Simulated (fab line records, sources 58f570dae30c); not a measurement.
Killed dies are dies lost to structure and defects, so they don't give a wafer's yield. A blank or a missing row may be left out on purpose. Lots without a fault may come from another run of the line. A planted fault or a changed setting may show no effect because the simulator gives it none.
fab line records | flow berkeley_cmos170
record lots=14 wafers=42 last_day=11
route steps=331 shown M1@238
lots that met no fault: from a run of the same line without faults
start_h: hours from the record's first day to the start of the lot's first wafer shown | wait_h: hours since the lot's step before | " the same as in the row above | L1.1+2: a row that stands for several wafers | - no value, or no start given | * or withheld: withheld | < > ~ a bound
route shown NAME@n: a module of which the file shows steps, and the number in the route of the first | usual: mean/standard deviation of fault-free wafers | same: alike in all rows | chamber/n: place in a boat | sites: the reading at each site | _std_site: their standard deviation | _edge_site: outer sites' mean less inner sites' | radius_mm: how far each site lies from the wafer's centre | mask NAME#n: copy n | behind: the tool/chamber that last shaped the wafer | hold: why the lot was held/for how many hours/how that ended | device: the transistor (n, p or np) that didn't switch | end of line: the same wafers' tests at the end of the route | a step without rows: its recipe alone | killed: dies lost to structure and defects at the first sort, not the wafer's yield | map: a wafer's dies, x killed, . not, _ none there
set.NAME: the setting as run; set.NAME@STEP: as run at that earlier step | model.NAME: the simulator's own value behind a step, which no gauge read
steps of the route over a sample of lots; a table a step, a row a wafer
services: from which hour (start_h, from the record's first day; less than 0 if before it) a tool's chamber was out of use, for how many hours, and why
## steps
# step UCB170_M1_SPUTTER_00
# recipe material=Al target_thk_nm=600 time_s=80 power_w=6000 chamber_pressure_pa=0.5
# usual throttle_valve_pct=30.2/0.78
# columns lot.wafer tool chamber start_h wait_h throttle_valve_pct
L593.2 pvd_sputter-01 - 133.01 0.0 30.6
L593.4 " - " " 29.7
L593.6 " - " " 30.8
L594.1 pvd_sputter-01 - 146.05 0.0 30.6
L594.4 " - " " 31.0
L594.5 " - " " 29.3
L599.2 pvd_sputter-01 - 160.45 0.0 29.1
L599.4 " - " " 30.5
L599.6 " - " " 30.5
L596.3 pvd_sputter-02 - 160.60 0.0 30.2
L596.4 " - " " 30.1
L596.5 " - " " 31.1
L595.3 pvd_sputter-03 - 160.63 0.0 28.3
L595.4 " - " " 30.7
L595.5 " - " " 30.4
L598.1 pvd_sputter-01 - 160.81 0.0 30.5
L598.2 " - " " 29.1
L598.4 " - " " 30.8
L597.2 pvd_sputter-02 - 160.99 0.0 30.4
L597.4 " - " " 30.7
L597.5 " - " " 30.8
L601.2 pvd_sputter-02 - 166.49 0.0 30.3
L601.3 " - " " 30.2
L601.6 " - " " 30.0
L603.1 pvd_sputter-01 - 183.02 0.0 30.7
L603.2 " - " " 30.1
L603.6 " - " " 30.9
L604.2 pvd_sputter-01 - 190.43 0.0 30.9
L604.4 " - " " 29.4
L604.6 " - " " 29.9
L606.1 pvd_sputter-02 - 209.35 0.0 30.9
L606.5 " - " " 30.8
L606.6 " - " " 30.2
L611.3 pvd_sputter-03 - 233.86 0.0 28.6
L611.4 " - " " 30.7
L611.5 " - " " 30.0
L614.2 pvd_sputter-03 - 243.33 0.0 30.5
L614.4 " - " " 28.3
L614.6 " - " " 30.3
L616.1 pvd_sputter-02 - 251.54 0.0 30.5
L616.2 " - " " 30.7
L616.5 " - " " 31.0
# step UCB170_M1_RS_MEAS_01
# recipe thk_meas_gauge=four-point-probe reads=Al_of_M1_SPUTTER_00
# usual M1_AL_RS=0.0485/0.00044
# columns lot.wafer tool chamber start_h wait_h M1_AL_RS[ohm/sq]
L593.2 film_metro-04 - 133.09 0.1 0.0481
L593.4 " - " " 0.0481
L593.6 " - " " 0.0481
L594.1 film_metro-03 - 146.11 0.0 0.0484
L594.4 " - " " 0.0489
L594.5 " - " " 0.0487
L599.2 film_metro-02 - 160.54 0.1 0.0481
L599.4 " - " " 0.0480
L599.6 " - " " 0.0481
L596.3 film_metro-03 - 160.70 0.1 0.0492
L596.4 " - " " 0.0493
L596.5 " - " " 0.0490
L595.3 film_metro-02 - 160.74 0.1 0.0487
L595.4 " - " " 0.0486
L595.5 " - " " 0.0488
L598.1 film_metro-03 - 160.88 0.0 0.0485
L598.2 " - " " 0.0485
L598.4 " - " " 0.0485
L597.2 film_metro-04 - 161.07 0.1 0.0482
L597.4 " - " " 0.0478
L597.5 " - " " 0.0481
L601.2 film_metro-04 - 166.57 0.1 0.0482
L601.3 " - " " 0.0481
L601.6 " - " " 0.0485
L603.1 film_metro-02 - 183.08 0.0 0.0548
L603.2 " - " " 0.0551
L603.6 " - " " 0.0548
L604.2 film_metro-04 - 190.51 0.1 0.0558
L604.4 " - " " 0.0557
L604.6 " - " " 0.0558
L606.1 film_metro-04 - 209.41 0.0 0.0490
L606.5 " - " " 0.0491
L606.6 " - " " 0.0488
L611.3 film_metro-03 - 233.96 0.1 0.0483
L611.4 " - " " 0.0486
L611.5 " - " " 0.0489
L614.2 film_metro-02 - 243.41 0.1 0.0481
L614.4 " - " " 0.0480
L614.6 " - " " 0.0481
L616.1 film_metro-02 - 251.60 0.0 0.0482
L616.2 " - " " 0.0482
L616.5 " - " " 0.0483
# step UCB170_M1_THK_MEAS_02
# recipe thk_meas_gauge=xrf reads=Al_of_M1_SPUTTER_00
# usual M1_AL_THK=597/5.2
# columns lot.wafer tool chamber start_h wait_h M1_AL_THK[nm]
L593.2 film_metro-04 - 133.20 0.1 602
L593.4 " - " " 603
L593.6 " - " " 599
L594.1 film_metro-03 - 146.23 0.1 599
L594.4 " - " " 588
L594.5 " - " " 592
L599.2 film_metro-02 - 160.65 0.1 604
L599.4 " - " " 603
L599.6 " - " " 603
L596.3 film_metro-03 - 160.80 0.1 588
L596.4 " - " " 589
L596.5 " - " " 592
L595.3 film_metro-02 - 160.84 0.1 592
L595.4 " - " " 598
L595.5 " - " " 590
L598.1 film_metro-03 - 161.00 0.1 597
L598.2 " - " " 598
L598.4 " - " " 596
L597.2 film_metro-04 - 161.18 0.1 598
L597.4 " - " " 601
L597.5 " - " " 603
L601.2 film_metro-04 - 166.68 0.1 596
L601.3 " - " " 599
L601.6 " - " " 595
L603.1 film_metro-02 - 183.20 0.1 531
L603.2 " - " " 519
L603.6 " - " " 523
L604.2 film_metro-04 - 190.62 0.1 523
L604.4 " - " " 523
L604.6 " - " " 520
L606.1 film_metro-04 - 209.53 0.1 593
L606.5 " - " " 594
L606.6 " - " " 594
L611.3 film_metro-03 - 234.06 0.1 597
L611.4 " - " " 598
L611.5 " - " " 590
L614.2 film_metro-02 - 243.52 0.1 602
L614.4 " - " " 601
L614.6 " - " " 600
L616.1 film_metro-02 - 251.72 0.1 602
L616.2 " - " " 595
L616.5 " - " " 599
# step UCB170_M1_METAL_ETCH_12
# recipe chemistry=Cl2/BCl3 target=Al stop_on=PSG pressure_mtorr=12 target_depth_a=7800 over_etch_frac=0.3 time_s=130 icp_w=600 bias_w=120 Cl2_flow_sccm=90 bcl3_flow_sccm=45
# usual bias_w=120.0/0.33 drypump_motor_current_A=5.3/0.51 oes_product_au=0.851/0.015 throttle_valve_pct=24.35/0.15
# columns lot.wafer tool chamber start_h wait_h bias_w drypump_motor_current_A oes_product_au rf_hours_counter_h throttle_valve_pct
L593.2 rie_metal-02 1 134.90 - 119.9 5.0 0.847 9 24.50
L593.4 " 0 " " 119.9 4.9 0.880 - 24.20
L593.6 " 1 " " 120.6 5.0 0.852 - 24.51
L594.1 rie_metal-01 0 148.77 - 119.6 6.3 0.849 2 24.32
L594.4 " 0 " " 120.1 6.3 0.844 - 24.31
L594.5 " 1 " " 120.1 6.0 0.842 - 24.14
L599.2 rie_metal-04 0 162.07 - 119.7 5.0 0.854 8 24.52
L599.4 " 0 " " 120.3 5.0 0.857 - 24.53
L599.6 " 0 " " 120.0 5.0 0.845 - 24.54
L596.3 rie_metal-01 1 162.26 - 120.1 6.0 0.839 - 24.12
L596.4 " 0 " " 119.8 6.3 0.834 - 24.32
L596.5 " 1 " " 120.2 6.0 0.844 - 24.12
L595.3 rie_metal-02 1 162.39 - 120.2 5.0 0.839 - 24.51
L595.4 " 0 " " 119.7 4.9 0.881 - 24.19
L595.5 " 1 " " 120.3 5.0 0.848 - 24.53
L598.1 rie_metal-04 0 162.52 - 119.8 5.0 0.850 8 24.54
L598.2 " 1 " " 120.4 5.1 0.840 1 24.31
L598.4 " 1 " " 120.2 5.1 0.837 - 24.32
L597.2 rie_metal-01 0 162.86 - 120.6 6.3 0.850 3 24.32
L597.4 " 1 " " 120.3 6.0 0.841 - 24.13
L597.5 " 0 " " 120.4 6.3 0.851 - 24.31
L601.2 rie_metal-04 1 167.90 - 120.1 5.1 0.847 1 24.33
L601.3 " 1 " " 119.8 5.1 0.843 - 24.32
L601.6 " 1 " " 119.7 5.1 0.843 - 24.32
L603.1 rie_metal-02 1 184.84 - 120.0 5.0 0.793 11 24.54
L603.2 " 0 " " 119.6 4.9 0.824 6 24.23
L603.6 " 0 " " 119.8 4.9 0.823 - 24.23
L604.2 rie_metal-01 0 192.01 - 120.2 6.3 0.779 4 24.33
L604.4 " 0 " " 119.9 6.3 0.786 - 24.36
L604.6 " 1 " " 120.1 6.0 0.779 - 24.18
L606.1 rie_metal-01 0 210.72 - 120.0 6.3 0.838 4 24.32
L606.5 " 1 " " 120.4 6.0 0.833 - 24.14
L606.6 " 0 " " 119.6 6.3 0.847 - 24.33
L611.3 rie_metal-04 0 235.19 - 120.2 5.0 0.852 - 24.54
L611.4 " 1 " " 119.9 5.1 0.840 - 24.32
L611.5 " 1 " " 120.5 5.1 0.828 - 24.33
L614.2 rie_metal-02 1 245.71 - 119.8 5.0 0.861 13 24.51
L614.4 " 0 " " 120.7 4.9 0.886 - 24.20
L614.6 " 1 " " 120.4 5.0 0.853 - 24.52
L616.1 rie_metal-04 0 253.21 - 119.7 5.0 0.847 10 24.53
L616.2 " 1 " " 119.9 5.1 0.842 3 24.32
L616.5 " 0 " " 119.5 5.0 0.850 - 24.54
## services
# columns tool chamber start_h hours kind
pvd_sputter-01 - 109.60 5.1 repair
pvd_sputter-02 - 112.80 2.7 repair
rie_metal-04 - 133.91 2.8 pm
pvd_sputter-03 - 138.04 1.5 repair
rie_metal-02 0 157.55 3.5 repair
pvd_sputter-02 - 197.47 0.9 repair
pvd_sputter-03 3 204.91 - consumable_replace:kit
pvd_sputter-03 3 204.91 18.0 scheduled_down
pvd_sputter-03 3 204.91 18.0 vent_cycle
pvd_sputter-01 - 218.96 1.8 repair
rie_metal-04 - 229.53 1.4 pm
rie_metal-02 - 233.43 0.2 repair
## key
first_sign step=UCB170_M1_RS_MEAS_01 reading=M1_AL_RS direction=up sigmas=16 usual=0.0485 struck=0.0553
effect step=UCB170_M1_THK_MEAS_02 reading=M1_AL_THK direction=down sigmas=14 usual=597 struck=523
effect step=UCB170_M1_METAL_ETCH_12 reading=oes_product_au direction=down sigmas=3.6 usual=0.851 struck=0.797
met_at UCB170_M1_SPUTTER_00
struck_lots L603,L604
onset_between 160.81 183.02
fault kind=process_parameter_drift tool=pvd_sputter-01 chamber=- onset_h=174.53 steps=UCB170_M1_SPUTTER_00 channel=target_thk_nm offset=-74.042 shape=step end_h=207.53 acts_in=these_recipes_only stated=600
